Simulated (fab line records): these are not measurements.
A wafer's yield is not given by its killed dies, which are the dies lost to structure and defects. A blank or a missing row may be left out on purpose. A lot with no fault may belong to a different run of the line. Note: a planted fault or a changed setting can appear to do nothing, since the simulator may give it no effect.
fab line records / flow berkeley_cmos170
record: lots: 6 wafers: 18 last_day: 11
route steps=331 shown PLDD@150 NLDD@158
lots that met no fault: taken from a fault-free run of the same line
start_h: hours from the record's opening day to when the first of the lot's shown wafers began / wait_h: time in hours since the lot's previous step / " repeats the value in the row above / L1.1+2: a row that stands for several wafers / - no value, or no start given / * or withheld: withheld / < > ~ a bound
route shown NAME@n: a module of which the file shows steps, and the number in the route of the first / usual: mean/standard deviation taken from wafers without a fault / same: alike in all rows / chamber/n: place in a boat / sites: readings site by site / _std_site: standard deviation across them / _edge_site: mean of outer sites minus mean of inner sites / radius_mm: how far each site lies from the wafer's centre / mask NAME#n: copy n / behind: the most recent tool/chamber to have shaped the wafer / hold: the reason the lot was held/the length of the hold in hours/how it ended / device: the transistor (n, p or np) that didn't switch / end of line: the tests these same wafers got at the end of their route / a step without rows: its recipe alone / killed: count of dies lost to structure and defects at first sort (not the wafer's yield) / map: the dies of a wafer, with x for killed, . for not killed, _ for no die there
set.NAME: the setting as run; set.NAME@STEP: as run at that earlier step / model.NAME: the simulator's own value behind a step, which no gauge read
lots at selected steps of the route; one table per step, one row per wafer
== steps ==
step: UCB170_PLDD_DEVELOP_05
recipe: developer: TMAH develop_time_s: 45 resist: KrF dev_temp_c: 21
step: UCB170_PLDD_CD_MEAS_06
recipe: target_cd_nm: 1200
usual: cd_nm: 1199.7/1.6
lot.wafer=L690.2 tool=cd_sem-01 chamber=- start_h=174.44 wait_h=- cd_nm=1199.9
lot.wafer=L690.4 tool=cd_sem-01 chamber=- start_h=174.44 wait_h=- cd_nm=1200.4
lot.wafer=L690.5 tool=cd_sem-01 chamber=- start_h=174.44 wait_h=- cd_nm=1200.5
lot.wafer=L689.2 tool=cd_sem-01 chamber=- start_h=175.02 wait_h=- cd_nm=1198.9
lot.wafer=L689.3 tool=cd_sem-01 chamber=- start_h=175.02 wait_h=- cd_nm=1199.2
lot.wafer=L689.4 tool=cd_sem-01 chamber=- start_h=175.02 wait_h=- cd_nm=1198.4
lot.wafer=L697.1 tool=cd_sem-02 chamber=- start_h=213.41 wait_h=- cd_nm=1197.5
lot.wafer=L697.3 tool=cd_sem-02 chamber=- start_h=213.41 wait_h=- cd_nm=1196.3
lot.wafer=L697.5 tool=cd_sem-02 chamber=- start_h=213.41 wait_h=- cd_nm=1197.6
lot.wafer=L701.2 tool=cd_sem-01 chamber=- start_h=231.45 wait_h=- cd_nm=1195.5
lot.wafer=L701.4 tool=cd_sem-01 chamber=- start_h=231.45 wait_h=- cd_nm=1196.8
lot.wafer=L701.6 tool=cd_sem-01 chamber=- start_h=231.45 wait_h=- cd_nm=1196.9
lot.wafer=L703.1 tool=cd_sem-02 chamber=- start_h=231.98 wait_h=- cd_nm=1202.2
lot.wafer=L703.5 tool=cd_sem-02 chamber=- start_h=231.98 wait_h=- cd_nm=1203.3
lot.wafer=L703.6 tool=cd_sem-02 chamber=- start_h=231.98 wait_h=- cd_nm=1202.0
lot.wafer=L700.3 tool=cd_sem-01 chamber=- start_h=232.34 wait_h=- cd_nm=1200.4
lot.wafer=L700.5 tool=cd_sem-01 chamber=- start_h=232.34 wait_h=- cd_nm=1199.5
lot.wafer=L700.6 tool=cd_sem-01 chamber=- start_h=232.34 wait_h=- cd_nm=1199.1
step: UCB170_PLDD_OVL_MEAS_07
usual: PLDD_OVL: -1/5.5
lot.wafer=L690.2 tool=overlay-02 chamber=- start_h=174.55 wait_h=0.1 PLDD_OVL[nm]=-9
lot.wafer=L690.4 tool=overlay-02 chamber=- start_h=174.55 wait_h=0.1 PLDD_OVL[nm]=-13
lot.wafer=L690.5 tool=overlay-02 chamber=- start_h=174.55 wait_h=0.1 PLDD_OVL[nm]=-6
lot.wafer=L689.2 tool=overlay-02 chamber=- start_h=175.12 wait_h=0.1 PLDD_OVL[nm]=-8
lot.wafer=L689.3 tool=overlay-02 chamber=- start_h=175.12 wait_h=0.1 PLDD_OVL[nm]=-13
lot.wafer=L689.4 tool=overlay-02 chamber=- start_h=175.12 wait_h=0.1 PLDD_OVL[nm]=1
lot.wafer=L697.1 tool=overlay-02 chamber=- start_h=213.53 wait_h=0.1 PLDD_OVL[nm]=4
lot.wafer=L697.3 tool=overlay-02 chamber=- start_h=213.53 wait_h=0.1 PLDD_OVL[nm]=1
lot.wafer=L697.5 tool=overlay-02 chamber=- start_h=213.53 wait_h=0.1 PLDD_OVL[nm]=-2
lot.wafer=L701.2 tool=overlay-02 chamber=- start_h=231.55 wait_h=0.1 PLDD_OVL[nm]=-5
lot.wafer=L701.4 tool=overlay-02 chamber=- start_h=231.55 wait_h=0.1 PLDD_OVL[nm]=-5
lot.wafer=L701.6 tool=overlay-02 chamber=- start_h=231.55 wait_h=0.1 PLDD_OVL[nm]=-8
lot.wafer=L703.1 tool=overlay-02 chamber=- start_h=232.10 wait_h=0.1 PLDD_OVL[nm]=1
lot.wafer=L703.5 tool=overlay-02 chamber=- start_h=232.10 wait_h=0.1 PLDD_OVL[nm]=9
lot.wafer=L703.6 tool=overlay-02 chamber=- start_h=232.10 wait_h=0.1 PLDD_OVL[nm]=5
lot.wafer=L700.3 tool=overlay-02 chamber=- start_h=232.44 wait_h=0.1 PLDD_OVL[nm]=1
lot.wafer=L700.5 tool=overlay-02 chamber=- start_h=232.44 wait_h=0.1 PLDD_OVL[nm]=6
lot.wafer=L700.6 tool=overlay-02 chamber=- start_h=232.44 wait_h=0.1 PLDD_OVL[nm]=-2
step: UCB170_PLDD_IMPLANT_08
recipe: species: BF2 dose_cm2: 5e+13 energy_kev: 10 tilt_deg: 7 rotation_deg: 0
step: UCB170_PLDD_IMPLANT_09
recipe: species: BF2 dose_cm2: 5e+13 energy_kev: 10 tilt_deg: 7 rotation_deg: 180
step: UCB170_PLDD_STRIP_10
recipe: chemistry: O2 power_w: 400 pressure_mtorr: 3500 platen_temp_c: withheld o2_flow_sccm: 400 overash_fraction: 0.5
usual: drypump_motor_current_A: 5.7/0.4 oes_product_au: 0.735/0.0044 strip_time_to_endpoint_s: 21.62/0.064
lot.wafer=L690.2 tool=plasma_asher-04 chamber=0 start_h=174.88 wait_h=0.1 drypump_motor_current_A=5.3 oes_product_au=0.728 rf_hours_counter_h=40 strip_time_to_endpoint_s=21.58
lot.wafer=L690.4 tool=plasma_asher-04 chamber=0 start_h=174.88 wait_h=0.1 drypump_motor_current_A=5.3 oes_product_au=0.739 rf_hours_counter_h=- strip_time_to_endpoint_s=21.59
lot.wafer=L690.5 tool=plasma_asher-04 chamber=0 start_h=174.88 wait_h=0.1 drypump_motor_current_A=5.3 oes_product_au=0.739 rf_hours_counter_h=- strip_time_to_endpoint_s=21.55
lot.wafer=L689.2 tool=plasma_asher-04 chamber=1 start_h=175.45 wait_h=0.1 drypump_motor_current_A=5.4 oes_product_au=0.730 rf_hours_counter_h=40 strip_time_to_endpoint_s=21.71
lot.wafer=L689.3 tool=plasma_asher-04 chamber=0 start_h=175.45 wait_h=0.1 drypump_motor_current_A=5.3 oes_product_au=0.743 rf_hours_counter_h=- strip_time_to_endpoint_s=21.68
lot.wafer=L689.4 tool=plasma_asher-04 chamber=1 start_h=175.45 wait_h=0.1 drypump_motor_current_A=5.4 oes_product_au=0.741 rf_hours_counter_h=- strip_time_to_endpoint_s=21.67
lot.wafer=L697.1 tool=plasma_asher-01 chamber=1 start_h=213.86 wait_h=0.1 drypump_motor_current_A=5.8 oes_product_au=0.729 rf_hours_counter_h=53 strip_time_to_endpoint_s=21.63
lot.wafer=L697.3 tool=plasma_asher-01 chamber=0 start_h=213.86 wait_h=0.1 drypump_motor_current_A=6.3 oes_product_au=0.735 rf_hours_counter_h=- strip_time_to_endpoint_s=21.64
lot.wafer=L697.5 tool=plasma_asher-01 chamber=0 start_h=213.86 wait_h=0.1 drypump_motor_current_A=6.3 oes_product_au=0.736 rf_hours_counter_h=- strip_time_to_endpoint_s=21.60
lot.wafer=L701.2 tool=plasma_asher-04 chamber=0 start_h=231.88 wait_h=0.1 drypump_motor_current_A=5.3 oes_product_au=0.730 rf_hours_counter_h=47 strip_time_to_endpoint_s=21.72
lot.wafer=L701.4 tool=plasma_asher-04 chamber=1 start_h=231.88 wait_h=0.1 drypump_motor_current_A=5.4 oes_product_au=0.734 rf_hours_counter_h=- strip_time_to_endpoint_s=21.69
lot.wafer=L701.6 tool=plasma_asher-04 chamber=0 start_h=231.88 wait_h=0.1 drypump_motor_current_A=5.3 oes_product_au=0.730 rf_hours_counter_h=- strip_time_to_endpoint_s=21.78
lot.wafer=L703.1 tool=plasma_asher-01 chamber=0 start_h=232.43 wait_h=0.1 drypump_motor_current_A=6.2 oes_product_au=0.736 rf_hours_counter_h=55 strip_time_to_endpoint_s=21.61
lot.wafer=L703.5 tool=plasma_asher-01 chamber=1 start_h=232.43 wait_h=0.1 drypump_motor_current_A=5.8 oes_product_au=0.737 rf_hours_counter_h=- strip_time_to_endpoint_s=21.59
lot.wafer=L703.6 tool=plasma_asher-01 chamber=0 start_h=232.43 wait_h=0.1 drypump_motor_current_A=6.3 oes_product_au=0.734 rf_hours_counter_h=- strip_time_to_endpoint_s=21.51
lot.wafer=L700.3 tool=plasma_asher-03 chamber=0 start_h=232.79 wait_h=0.1 drypump_motor_current_A=6.2 oes_product_au=0.731 rf_hours_counter_h=- strip_time_to_endpoint_s=21.71
lot.wafer=L700.5 tool=plasma_asher-03 chamber=0 start_h=232.79 wait_h=0.1 drypump_motor_current_A=6.3 oes_product_au=0.732 rf_hours_counter_h=- strip_time_to_endpoint_s=21.73
lot.wafer=L700.6 tool=plasma_asher-03 chamber=1 start_h=232.79 wait_h=0.1 drypump_motor_current_A=6.0 oes_product_au=0.739 rf_hours_counter_h=- strip_time_to_endpoint_s=21.67
step: UCB170_PLDD_TW_MEAS_11
usual: PLDD_TW: 1014/8.5
lot.wafer=L690.2 tool=film_metro-04 chamber=- start_h=174.99 wait_h=0.1 PLDD_TW=1003
lot.wafer=L690.4 tool=film_metro-04 chamber=- start_h=174.99 wait_h=0.1 PLDD_TW=1000
lot.wafer=L690.5 tool=film_metro-04 chamber=- start_h=174.99 wait_h=0.1 PLDD_TW=1013
lot.wafer=L689.2 tool=film_metro-04 chamber=- start_h=175.56 wait_h=0.1 PLDD_TW=1003
lot.wafer=L689.3 tool=film_metro-04 chamber=- start_h=175.56 wait_h=0.1 PLDD_TW=1010
lot.wafer=L689.4 tool=film_metro-04 chamber=- start_h=175.56 wait_h=0.1 PLDD_TW=1007
lot.wafer=L697.1 tool=film_metro-02 chamber=- start_h=213.96 wait_h=0.1 PLDD_TW=1011
lot.wafer=L697.3 tool=film_metro-02 chamber=- start_h=213.96 wait_h=0.1 PLDD_TW=1014
lot.wafer=L697.5 tool=film_metro-02 chamber=- start_h=213.96 wait_h=0.1 PLDD_TW=1024
lot.wafer=L701.2 tool=film_metro-04 chamber=- start_h=231.99 wait_h=0.1 PLDD_TW=1004
lot.wafer=L701.4 tool=film_metro-04 chamber=- start_h=231.99 wait_h=0.1 PLDD_TW=999
lot.wafer=L701.6 tool=film_metro-04 chamber=- start_h=231.99 wait_h=0.1 PLDD_TW=1003
lot.wafer=L703.1 tool=film_metro-04 chamber=- start_h=232.53 wait_h=0.1 PLDD_TW=1006
lot.wafer=L703.5 tool=film_metro-04 chamber=- start_h=232.53 wait_h=0.1 PLDD_TW=1003
lot.wafer=L703.6 tool=film_metro-04 chamber=- start_h=232.53 wait_h=0.1 PLDD_TW=1006
lot.wafer=L700.3 tool=film_metro-02 chamber=- start_h=232.88 wait_h=0.1 PLDD_TW=1007
lot.wafer=L700.5 tool=film_metro-02 chamber=- start_h=232.88 wait_h=0.1 PLDD_TW=1009
lot.wafer=L700.6 tool=film_metro-02 chamber=- start_h=232.88 wait_h=0.1 PLDD_TW=1015
step: UCB170_PLDD_CLEAN_12
recipe: chemistry: SPM temp_c: 120 time_s: 600
step: UCB170_NLDD_HMDS_00
recipe: prime_time_s: 60 prime_temp_c: 100
step: UCB170_NLDD_COAT_01
recipe: resist: KrF spin_rpm: 1500 resist_thk_nm: 900
step: UCB170_NLDD_SOFTBAKE_02
recipe: resist: KrF temp_c: 130 time_s: 60
step: UCB170_NLDD_EXPOSE_03
recipe: mask_id: NSELECT na: 0.5 sigma_outer: 0.6 source_shape: conventional target_cd_nm: 1200 dose_mj: 30
step: UCB170_NLDD_PEB_04
recipe: peb_temp_c: 130 peb_time_s: withheld resist: KrF
usual: chill_plate_temp_C: 23.01/0.11 exhaust_pa: 45.1/0.92 plate_temp_C: 130.01/0.13 resist_line_temp_C: 23.00/0.1
lot.wafer=L690.2 tool=litho_track-04 chamber=0 start_h=175.93 wait_h=0.1 chill_plate_temp_C=23.12 exhaust_pa=46.1 plate_temp_C=129.88 resist_line_temp_C=22.89
lot.wafer=L690.4 tool=litho_track-04 chamber=0 start_h=175.93 wait_h=0.1 chill_plate_temp_C=23.08 exhaust_pa=45.2 plate_temp_C=130.24 resist_line_temp_C=22.87
lot.wafer=L690.5 tool=litho_track-04 chamber=0 start_h=175.93 wait_h=0.1 chill_plate_temp_C=22.86 exhaust_pa=45.2 plate_temp_C=129.95 resist_line_temp_C=22.90
lot.wafer=L689.2 tool=litho_track-01 chamber=0 start_h=176.38 wait_h=0.1 chill_plate_temp_C=22.95 exhaust_pa=45.2 plate_temp_C=129.95 resist_line_temp_C=23.04
lot.wafer=L689.3 tool=litho_track-01 chamber=0 start_h=176.38 wait_h=0.1 chill_plate_temp_C=23.01 exhaust_pa=45.1 plate_temp_C=130.07 resist_line_temp_C=22.98
lot.wafer=L689.4 tool=litho_track-01 chamber=0 start_h=176.38 wait_h=0.1 chill_plate_temp_C=22.92 exhaust_pa=44.6 plate_temp_C=129.97 resist_line_temp_C=23.27
lot.wafer=L697.1 tool=litho_track-01 chamber=- start_h=217 wait_h=- chill_plate_temp_C=- exhaust_pa=- plate_temp_C=- resist_line_temp_C=-
lot.wafer=L697.3 tool=litho_track-01 chamber=- start_h=217 wait_h=- chill_plate_temp_C=- exhaust_pa=- plate_temp_C=- resist_line_temp_C=-
lot.wafer=L697.5 tool=litho_track-01 chamber=- start_h=217 wait_h=- chill_plate_temp_C=- exhaust_pa=- plate_temp_C=- resist_line_temp_C=-
lot.wafer=L701.2 tool=litho_track-04 chamber=- start_h=234 wait_h=- chill_plate_temp_C=- exhaust_pa=- plate_temp_C=- resist_line_temp_C=-
lot.wafer=L701.4 tool=litho_track-04 chamber=- start_h=234 wait_h=- chill_plate_temp_C=- exhaust_pa=- plate_temp_C=- resist_line_temp_C=-
lot.wafer=L701.6 tool=litho_track-04 chamber=- start_h=234 wait_h=- chill_plate_temp_C=- exhaust_pa=- plate_temp_C=- resist_line_temp_C=-
lot.wafer=L703.1 tool=litho_track-04 chamber=0 start_h=235 wait_h=- chill_plate_temp_C=23.01 exhaust_pa=45.3 plate_temp_C=129.89 resist_line_temp_C=23.02
lot.wafer=L703.5 tool=litho_track-04 chamber=0 start_h=235 wait_h=- chill_plate_temp_C=23.02 exhaust_pa=45.5 plate_temp_C=129.86 resist_line_temp_C=22.94
lot.wafer=L703.6 tool=litho_track-04 chamber=0 start_h=235 wait_h=- chill_plate_temp_C=23.18 exhaust_pa=45.2 plate_temp_C=130.26 resist_line_temp_C=23.01
lot.wafer=L700.3 tool=litho_track-03 chamber=0 start_h=235.54 wait_h=1.0 chill_plate_temp_C=23.15 exhaust_pa=46.2 plate_temp_C=129.94 resist_line_temp_C=23.18
lot.wafer=L700.5 tool=litho_track-03 chamber=0 start_h=235.54 wait_h=1.0 chill_plate_temp_C=23.10 exhaust_pa=44.9 plate_temp_C=129.96 resist_line_temp_C=22.99
lot.wafer=L700.6 tool=litho_track-03 chamber=0 start_h=235.54 wait_h=1.0 chill_plate_temp_C=23.21 exhaust_pa=44.3 plate_temp_C=129.94 resist_line_temp_C=23.01
step: UCB170_NLDD_DEVELOP_05
recipe: developer: TMAH develop_time_s: 45 resist: KrF dev_temp_c: 21
== key ==
first_sign: step: UCB170_NLDD_PEB_04 reading: tool_record direction: missing
effect none on later readings
met_at UCB170_NLDD_PEB_04
struck_wafers L697.1,L697.3,L697.5,L701.2,L701.4,L701.6
sort_left_out L697.1,L697.3,L697.5,L701.2,L701.4,L701.6
tester_left_out L697,L701
fault: kind: skipped_step_whole tool: litho_track-01,litho_track-04 chamber: - onset_h: 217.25 steps: UCB170_NLDD_PEB_04 scope: struck_lots_only
tester_left_out: of these lots the tester's yield and bins aren't shown, on N5 and GAA mostly nor the transistor test; their killed dies are dies lost to structure and defects alone, not to doping, threshold or leakage, so they don't give the yield
sort_left_out: the simulated sort isn't trusted on such a fault, so these wafers' sort isn't shown, and their yield isn't known
